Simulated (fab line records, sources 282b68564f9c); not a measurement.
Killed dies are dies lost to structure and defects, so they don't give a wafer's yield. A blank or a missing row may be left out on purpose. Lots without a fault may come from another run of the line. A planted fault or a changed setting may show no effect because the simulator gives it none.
Split-lot experiment | flow rit_cmos | 5 lots, 23 wafers read, on a route of 202 steps

THE SPLIT
At RIT_CONTACT_EXPOSE_05 (exposes mask M11, target cd 1000 nm), the setting dose_mj was moved away from the recipe's 250 on 7 of the 23 wafers read, by -4.0% to +6.4%. The other wafers ran this setting at the recipe's value.

FROM THE SPLIT TO THE READING: what the file shows between them, 5 steps
- RIT_CONTACT_PEB_06
- RIT_CONTACT_DEVELOP_07: develop time 120 s
- RIT_CONTACT_CD_MEAS_08: target cd 1000 nm
- RIT_CONTACT_ETCH_11: etches SiO2 in CHF3/CF4/Ar, stops on TiSi2, target depth 480 nm, time 320 s (also split here: rf_w)
- RIT_CONTACT_STRIP_12: strips in O2, time 180 s

THE READING
cd_nm, in nm, at RIT_CONTACT_CD_MEAS_90 (target cd 1000 nm). Fault-free wafers of this fab line usually give 999.2 nm, standard deviation 2.7 nm.

wafer  | tool, chamber at the split | dose_mj as run | against the recipe | cd_nm, nm | against lot-mates on the recipe
L074.1 | iline_stepper-01, 0        | 250            | recipe             | 1004.2    | -
L074.2 | iline_stepper-01, 0        | 250            | recipe             | 1000.6    | -
L074.4 | iline_stepper-01, 0        | 239.9          | -4.0%              | 989.9     | -13.1
L074.5 | iline_stepper-01, 0        | 250            | recipe             | 1004.2    | -
L074.6 | iline_stepper-01, 0        | 239.9          | -4.0%              | 990.0     | -13.0
L077.1 | iline_stepper-01, 0        | 250            | recipe             | 1000.7    | -
L077.2 | iline_stepper-01, 0        | 250            | recipe             | 1000.3    | -
L077.3 | iline_stepper-01, 0        | 250            | recipe             | 998.4     | -
L077.4 | iline_stepper-01, 0        | 250            | recipe             | 998.9     | -
L077.5 | iline_stepper-01, 0        | 250            | recipe             | 999.5     | -
L081.1 | iline_stepper-01, 0        | 250            | recipe             | 1001.0    | -
L081.3 | iline_stepper-01, 0        | 266            | +6.4%              | 1018.6    | +18.6
L081.4 | iline_stepper-01, 0        | 250            | recipe             | 999.9     | -
L081.5 | iline_stepper-01, 0        | 250            | recipe             | 999.2     | -
L081.6 | iline_stepper-01, 0        | 266            | +6.4%              | 1018.3    | +18.3
L082.2 | iline_stepper-02, 0        | 242.9          | -2.8%              | 989.7     | -9.8
L082.3 | iline_stepper-02, 0        | 250            | recipe             | 1000.6    | -
L082.4 | iline_stepper-02, 0        | 250            | recipe             | 998.3     | -
L082.5 | iline_stepper-02, 0        | 242.9          | -2.8%              | 989.1     | -10.4
L082.6 | iline_stepper-02, 0        | 242.9          | -2.8%              | 992.0     | -7.5
L085.3 | iline_stepper-02, 0        | 250            | recipe             | 998.4     | -
L085.4 | iline_stepper-02, 0        | 250            | recipe             | 999.6     | -
L085.5 | iline_stepper-02, 0        | 250            | recipe             | 998.1     | -

THE FIT
A straight line over all 23 wafers: cd_nm changes by +2.89 nm for each +1% of dose_mj; r = +0.97; the points scatter about the line by 1.8 nm.
The same after taking each lot's own level away (the mean of its wafers on the recipe; 23 wafers): +3.02 nm for each +1%; r = +0.99; scatter 1.1 nm.
On that fit, the largest move of dose_mj shifts the reading by 19 nm.
The lots' own levels span 998.70 to 1003.00 nm, that is 1.6 times the standard deviation above.
So the lot-to-lot level changes the slope little: the two slopes agree.
Check: with one of the wafers moved furthest among these (+6.4%) left out of the fit, the line predicts +19.3 nm for it against its lot-mates. It came out at +18.6 nm against them.

OTHER SPLITS ON THESE WAFERS
These wafers also went through other splits before the reading. Each is held against what the fit with the lots' levels taken away leaves over:
other split on the same wafers     | wafers away from the commonest value | r with cd_nm (lot level and that fit taken away)
RIT_GATE_DEVELOP_15 develop_time_s | 8                                    | +0.33
RIT_REOX_OXIDATION_03 temp_c       | 5                                    | -0.12
RIT_NLDD_IMPLANT_08 energy_kev     | 10                                   | +0.16
RIT_PLDD_IMPLANT_08 tilt_deg       | 11                                   | +0.14
RIT_PSD_COAT_01 resist_thk_nm      | 6                                    | -0.08
RIT_CONTACT_ETCH_11 rf_w           | 8                                    | +0.05

THE WHOLE CHAIN: every reading that the file lists as answering this split, in the file's order
step                   | what it does                                                                | reading                                                        | change (the file's fit)              | r (the file's)
RIT_CONTACT_CD_MEAS_08 | target cd 1000 nm                                                           | cd_nm                                                          | +3 nm for each +1% of the setting    | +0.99
RIT_CONTACT_ETCH_11    | etches SiO2 in CHF3/CF4/Ar, stops on TiSi2, target depth 480 nm, time 320 s | CONTACT.cd_nm (the simulator's own value, which no gauge read) | +3.03 nm for each +1% of the setting | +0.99
RIT_CONTACT_CD_MEAS_90 | target cd 1000 nm                                                           | cd_nm                                                          | +3.01 nm for each +1% of the setting | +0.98

THE FILE'S OWN FIT
cd_nm changes by +3.01 nm for each +1% of dose_mj, r = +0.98.
